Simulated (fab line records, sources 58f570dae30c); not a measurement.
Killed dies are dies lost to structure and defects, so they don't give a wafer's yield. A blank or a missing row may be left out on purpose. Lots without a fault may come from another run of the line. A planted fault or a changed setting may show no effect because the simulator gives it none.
Which tool did it? | flow berkeley_cmos170 | 14 lots, 42 wafers sampled, at 7 steps of a route of 331

WHAT THE GAUGES READ, wafer by wafer
UCB170_NVT_OVL_MEAS_06.
lot  | measured     | on         | NVT_OVL (nm)
L135 | day 5 10:11  | overlay-02 | 6 2 4
L137 | day 5 13:21  | overlay-01 | -5 1 -8
L136 | day 5 13:38  | overlay-01 | -4 -1 0
L138 | day 5 20:08  | overlay-01 | 4 1 5
L139 | day 5 20:14  | overlay-02 | -7 -3 -3
L141 | day 6 13:07  | overlay-02 | -6 -2 -5
L142 | day 7 00:07  | overlay-01 | 1 0 -2
L143 | day 7 00:20  | overlay-02 | -7 6 5
L147 | day 7 08:32  | overlay-01 | 4 -1 -5
L152 | day 9 05:25  | overlay-02 | -1 -3 -8
L154 | day 9 09:05  | overlay-01 | 3 6 5
L156 | day 10 07:18 | overlay-02 | -10 -2 -2
L158 | day 10 12:55 | overlay-01 | 3 2 2
L157 | day 10 13:08 | overlay-01 | 1 -6 -2

UCB170_FIELD_THK_MEAS_91.
lot  | measured     | on            | FIELD_OXIDE_LEFT_2_THK (nm)
L135 | day 5 12:01  | film_metro-01 | 350 342 349
L137 | day 5 15:28  | film_metro-02 | 342 342 348
L136 | day 5 16:05  | film_metro-04 | 361 364 364
L138 | day 5 22:46  | film_metro-01 | 365 366 366
L139 | day 5 22:48  | film_metro-02 | 351 338 350
L141 | day 6 15:36  | film_metro-01 | 380 377 377
L142 | day 7 02:22  | film_metro-01 | 383 388 378
L143 | day 7 02:32  | film_metro-01 | 354 370 367
L147 | day 7 12:08  | film_metro-01 | 345 354 357
L152 | day 9 07:12  | film_metro-02 | 350 356 365
L154 | day 9 12:06  | film_metro-04 | 375 380 375
L156 | day 10 09:12 | film_metro-01 | 370 362 359
L158 | day 10 16:29 | film_metro-02 | 349 340 353
L157 | day 10 16:32 | film_metro-01 | 344 348 355

UCB170_M1_RS_MEAS_01: measures by four-point-probe.
lot  | measured     | on            | M1_AL_RS (ohm/sq)
L135 | day 6 16:59  | film_metro-01 | 0.0486 0.0489 0.0489
L137 | day 7 02:05  | film_metro-01 | 0.0484 0.0493 0.0491
L136 | day 7 00:23  | film_metro-02 | 0.0483 0.0482 0.0483
L138 | day 7 11:41  | film_metro-03 | 0.0479 0.0474 0.0478
L139 | day 7 11:31  | film_metro-01 | 0.0476 0.0488 0.0478
L141 | day 8 00:00  | film_metro-03 | 0.0481 0.0483 0.0486
L142 | day 8 10:36  | film_metro-03 | 0.1077 0.1100 0.1072
L143 | day 8 15:02  | film_metro-01 | 0.0480 0.0481 0.0488
L147 | day 9 01:38  | film_metro-02 | 0.1162 0.1130 0.1122
L152 | day 10 16:36 | film_metro-03 | 0.0488 0.0492 0.0484
L154 | day 10 23:31 | film_metro-01 | 0.0489 0.0478 0.0484
L156 | day 11 21:07 | film_metro-03 | 0.0489 0.0486 0.0486
L158 | day 12 02:44 | film_metro-03 | 0.0483 0.0477 0.0479
L157 | day 12 01:17 | film_metro-02 | 0.0479 0.0478 0.0482

UCB170_M1_THK_MEAS_02: measures by xrf.
lot  | measured     | on            | M1_AL_THK (nm)
L135 | day 6 17:06  | film_metro-01 | 596 595 591
L137 | day 7 02:12  | film_metro-01 | 598 585 585
L136 | day 7 00:29  | film_metro-02 | 602 600 600
L138 | day 7 11:48  | film_metro-03 | 593 599 594
L139 | day 7 11:38  | film_metro-01 | 609 593 607
L141 | day 8 00:07  | film_metro-03 | 592 591 590
L142 | day 8 10:43  | film_metro-03 | 271 266 270
L143 | day 8 15:09  | film_metro-01 | 602 601 592
L147 | day 9 01:44  | film_metro-02 | 255 260 263
L152 | day 10 16:43 | film_metro-03 | 584 579 589
L154 | day 10 23:37 | film_metro-01 | 592 605 599
L156 | day 11 21:13 | film_metro-03 | 585 590 589
L158 | day 12 02:50 | film_metro-03 | 593 596 593
L157 | day 12 01:25 | film_metro-02 | 605 603 598

UCB170_V1_BOW_MEAS_03.
lot  | measured     | on            | V1_BOW (um)
L135 | day 7 01:54  | film_metro-03 | 12 13 13
L137 | day 7 06:32  | film_metro-04 | 20 27 17
L136 | day 7 06:15  | film_metro-03 | 32 26 24
L138 | day 7 17:57  | film_metro-01 | 20 10 26
L139 | day 7 18:15  | film_metro-01 | 23 11 9
L141 | day 8 07:43  | film_metro-04 | 18 23 20
L142 | day 8 17:02  | film_metro-04 | 23 22 27
L143 | day 8 21:08  | film_metro-03 | 10 35 31
L147 | day 9 13:08  | film_metro-03 | 13 10 27
L152 | day 10 23:40 | film_metro-04 | 18 15 18
L154 | day 11 05:17 | film_metro-04 | 21 28 26
L156 | day 12 03:32 | film_metro-04 | 34 21 30
L158 | day 12 11:29 | film_metro-04 | 14 12 13
L157 | day 12 11:26 | film_metro-03 | 22 10 7

WHICH TOOL RAN EACH LOT (tool, then ch and the chambers of the sampled wafers, then the start)
lot  | UCB170_M1_SPUTTER_00         | UCB170_M1_METAL_ETCH_12
L135 | pvd_sputter-04, day 6 16:55  | rie_metal-04 ch 0,1, day 6 21:56
L137 | pvd_sputter-02, day 7 02:00  | rie_metal-01 ch 0,1, day 7 03:30
L136 | pvd_sputter-01, day 7 00:17  | rie_metal-04 ch 0,1, day 7 02:16
L138 | pvd_sputter-04, day 7 11:37  | rie_metal-01 ch 0,1, day 7 13:26
L139 | pvd_sputter-01, day 7 11:26  | rie_metal-02 ch 0,1, day 7 13:10
L141 | pvd_sputter-02, day 7 23:55  | rie_metal-02 ch 0,1, day 8 01:53
L142 | pvd_sputter-02, day 8 10:32  | rie_metal-01 ch 0,1, day 8 11:57
L143 | pvd_sputter-04, day 8 14:58  | rie_metal-04 ch 0,1, day 8 16:22
L147 | pvd_sputter-02, day 9 01:32  | rie_metal-01 ch 0,1, day 9 03:04
L152 | pvd_sputter-04, day 10 16:32 | rie_metal-01 ch 0,1, day 10 17:49
L154 | pvd_sputter-01, day 10 23:25 | rie_metal-01 ch 0,1, day 11 00:57
L156 | pvd_sputter-01, day 11 21:02 | rie_metal-01 ch 0,1, day 11 22:19
L158 | pvd_sputter-02, day 12 02:38 | rie_metal-02 ch 0,1, day 12 04:08
L157 | pvd_sputter-04, day 12 01:14 | rie_metal-04 ch 0,1, day 12 02:38
- UCB170_M1_SPUTTER_00: material Al, target thk 600 nm, time 80 s.
- UCB170_M1_METAL_ETCH_12: etches Al in Cl2/BCl3, stops on PSG, target depth 780 nm, time 130 s.

WHAT THE TOOLS THEMSELVES READ (means of the sampled wafers that have a number; where no wafer has one, the mark that the record gives instead)
UCB170_M1_SPUTTER_00.
lot  | tool           | cathode_dc_power_W (W) | chamber_pressure_pa (Pa) | throttle_valve_pct (%)
L135 | pvd_sputter-04 | 5999.3                 | 0.5005                   | 29.3
L137 | pvd_sputter-02 | 6000.6                 | 0.4999                   | 28.8
L136 | pvd_sputter-01 | 5999.6                 | 0.5008                   | 29.6
L138 | pvd_sputter-04 | 6000.3                 | 0.5004                   | 29.7
L139 | pvd_sputter-01 | 6001.1                 | 0.5010                   | 30.5
L141 | pvd_sputter-02 | 6000.9                 | 0.4999                   | 29.7
L142 | pvd_sputter-02 | 6000.0                 | 0.5001                   | 28.7
L143 | pvd_sputter-04 | 5999.7                 | 0.4994                   | 29.9
L147 | pvd_sputter-02 | 6000.6                 | 0.5010                   | 30.6
L152 | pvd_sputter-04 | 6001.2                 | 0.5004                   | 30.1
L154 | pvd_sputter-01 | 5999.9                 | 0.5003                   | 29.4
L156 | pvd_sputter-01 | 6000.0                 | 0.4997                   | 30.5
L158 | pvd_sputter-02 | 6001.2                 | 0.5003                   | 30.6
L157 | pvd_sputter-04 | 5999.3                 | 0.5001                   | 29.9

UCB170_M1_METAL_ETCH_12.
lot  | tool         | drypump_motor_current_A (A) | oes_product_au (a.u.) | throttle_valve_pct (%)
L135 | rie_metal-04 | 6.2                         | 0.850                 | 24.1
L137 | rie_metal-01 | 5.5                         | 0.857                 | 24.2
L136 | rie_metal-04 | 6.2                         | 0.848                 | 24.1
L138 | rie_metal-01 | 5.4                         | 0.871                 | 24.4
L139 | rie_metal-02 | 5.8                         | 0.868                 | 24.2
L141 | rie_metal-02 | 5.7                         | 0.858                 | 24.3
L142 | rie_metal-01 | 5.5                         | 0.604                 | 24.4
L143 | rie_metal-04 | 5.7                         | 0.848                 | 24.5
L147 | rie_metal-01 | 5.4                         | 0.585                 | 24.6
L152 | rie_metal-01 | 5.4                         | 0.858                 | 24.5
L154 | rie_metal-01 | 5.4                         | 0.866                 | 24.5
L156 | rie_metal-01 | 5.5                         | 0.860                 | 24.2
L158 | rie_metal-02 | 5.7                         | 0.868                 | 24.2
L157 | rie_metal-04 | 6.2                         | 0.857                 | 24.1

THE ANSWER, worked out from the rows above alone
Rule: what is usual is taken from the lots themselves. Put in order of their means at a reading, lots are off if they are a third of the lots or fewer, leave a main group of 4 or more, and stand apart from it by a gap of 3 or more times the standard deviation of the main group's means; of several such gaps the widest counts. A main group whose means are all the same, to the digits that the tables above print for the reading, isn't used. A lot without any number at a reading at which 4 lots or more have one is off too. The other lots that the step has rows for count as sound. The gauges are gone through in route order, then the tools' own readings, and for those a lot's mean is taken as printed above. The first step at which some lot is off is used, and at that step the reading that is off furthest; a lot without a number counts as furthest.
Off: L142, L147, at UCB170_M1_RS_MEAS_01 (M1_AL_RS). The main group: mean 0.0483 ohm/sq, standard deviation 0.00037.
A tool fits if, at a process step before that reading, it ran every lot that is off, and no sound lot after the first of them. The gauges at UCB170_M1_RS_MEAS_01 aren't tried: what is off there is off at UCB170_M1_METAL_ETCH_12 too, on other tools, and a gauge's error can't cause that. None of those tried fits.

WHAT THE SIMULATOR HAD PUT IN
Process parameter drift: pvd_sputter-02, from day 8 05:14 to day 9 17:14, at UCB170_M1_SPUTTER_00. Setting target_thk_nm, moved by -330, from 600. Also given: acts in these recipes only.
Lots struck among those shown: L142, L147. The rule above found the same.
